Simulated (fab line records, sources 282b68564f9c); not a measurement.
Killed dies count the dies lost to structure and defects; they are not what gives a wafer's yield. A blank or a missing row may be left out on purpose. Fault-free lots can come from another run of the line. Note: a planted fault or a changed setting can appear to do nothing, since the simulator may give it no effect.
Comparing a struck lot with a sound one || flow rit_cmos || 20 out of 202 route steps
Sound: the wafers L791.1, L791.2, L791.6. The struck wafers were L800.2, L800.5, L800.6. The cause is given at the end.
Order at every step that has rows: each side's tool, ch and its chambers, its first start. Under that, the readings that differ: sound wafers || struck wafers || difference of the means || sigmas: that difference in standard deviations of wafers without a fault.
alike: a reading whose means differ by less than 2 such deviations, as well as words and numbers matching on both sides. not compared: withheld readings; readings where some wafer has no value; bounds like >300 that might hide an equal value; numbers whose values overlap and for which the record gives no deviation.
A row with sigmas, a row that says differs or no value, or rows on one side alone: a step with any of these is where the two part. When numbers do not overlap yet have no deviation, they are printed without sigmas and do not part them. Lack of a reading on every wafer of one side parts them only where that side has two or more wafers.

first, 2 steps without rows for these wafers: RIT_NSD_HARDBAKE_07 (time 60 s); RIT_NSD_IMPLANT_08.
RIT_NSD_STRIP_09: strips in O2, time 180 s.
  sound on plasma_asher-03 ch 0,1, day 3 16:03; struck on plasma_asher-03 ch 0,1, day 5 10:43
  alike: chamber_pressure_mTorr, drypump_motor_current_A, rf_refl_power_W
  not compared: rf_hours_counter_h
RIT_NSD_TW_MEAS_10:
  sound: film_metro-02 at day 3 16:13; struck: film_metro-02 at day 5 10:54
  alike: NSD_TW
then, 6 steps without rows for these wafers: RIT_PSD_HMDS_00 (prime time 60 s); RIT_PSD_COAT_01 (resist thk 1000 nm); RIT_PSD_SOFTBAKE_02 (time 60 s); RIT_PSD_EXPOSE_03 (exposes mask M10, target cd 40900 nm); RIT_PSD_PEB_04; RIT_PSD_DEVELOP_05 (develop time 50 s).
RIT_PSD_OVL_MEAS_06:
  sound: overlay-01 at day 3 17:32; struck: overlay-02 at day 5 11:49
  alike: PSD_OVL
then, 1 step without rows for these wafers: RIT_PSD_HARDBAKE_07 (time 60 s).
RIT_PSD_IMPLANT_08:
  sound on implanter-03 ch 0, day 3 17:43; struck on implanter-03 ch 0, day 5 12:01
{"reading": "beam_energy_keV", "sound": "26.997 27.010 27.010", "struck": "18.899 18.888 18.897", "difference": -8.111, "sigmas": "-99 or more"}
{"reading": "model.implant.rp_nm (nm)", "sound": "22.67 22.67 22.67", "struck": "16.51 16.51 16.51", "difference": -6.16, "sigmas": ""}
{"reading": "model.implant.drp_nm (nm)", "sound": "12.05 12.05 12.05", "struck": "9.372 9.372 9.372", "difference": -2.678, "sigmas": ""}
  alike: dose_ions_cm2
RIT_PSD_STRIP_09: strips in O2, time 180 s.
  sound on plasma_asher-04 ch 0,1, day 3 17:58; struck on plasma_asher-04 ch 0,1, day 5 12:17
  alike: chamber_pressure_mTorr, drypump_motor_current_A, rf_refl_power_W
  not compared: rf_hours_counter_h
RIT_PSD_TW_MEAS_10:
  sound: film_metro-02 at day 3 18:08; struck: film_metro-02 at day 5 12:41
{"reading": "PSD_TW", "sound": "3354 3376 3366", "struck": "3109 3112 3112", "difference": -254, "sigmas": -9}
  not compared: hold
then, 2 steps without rows for these wafers: RIT_SDANNEAL_CLEAN_01 (cleans in dHF, time 30 s); RIT_SDANNEAL_CLEAN_02 (cleans in SC2, time 600 s).
RIT_SDANNEAL_RTA_03: time 5 s.
  sound on rtp_anneal-02 ch 0, day 3 18:34; struck on rtp_anneal-01 ch 0, day 5 17:05
  alike: wafer_temp_C_max
RIT_SDANNEAL_RS_MEAS_04: a four-point-probe measurement.
  sound: film_metro-04 at day 3 18:38; struck: film_metro-04 at day 5 17:26
{"reading": "PSD_RS (ohm/sq)", "sound": "115.4 115.1 115.4", "struck": "137.6 137.3 137.9", "difference": "+22.3", "sigmas": "+66"}
  not compared: hold
RIT_M1_PROBE_99:
  the record holds rows for the sound wafers here (prober-01, day 4 01:55) but none for the struck ones

== WHERE THEY PART ==
First at RIT_PSD_IMPLANT_08; last, within this record, at RIT_M1_PROBE_99.

WHY: the cause the simulator had injected
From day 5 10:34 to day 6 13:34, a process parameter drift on implanter-03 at RIT_PSD_IMPLANT_08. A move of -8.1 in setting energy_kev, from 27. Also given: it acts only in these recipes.
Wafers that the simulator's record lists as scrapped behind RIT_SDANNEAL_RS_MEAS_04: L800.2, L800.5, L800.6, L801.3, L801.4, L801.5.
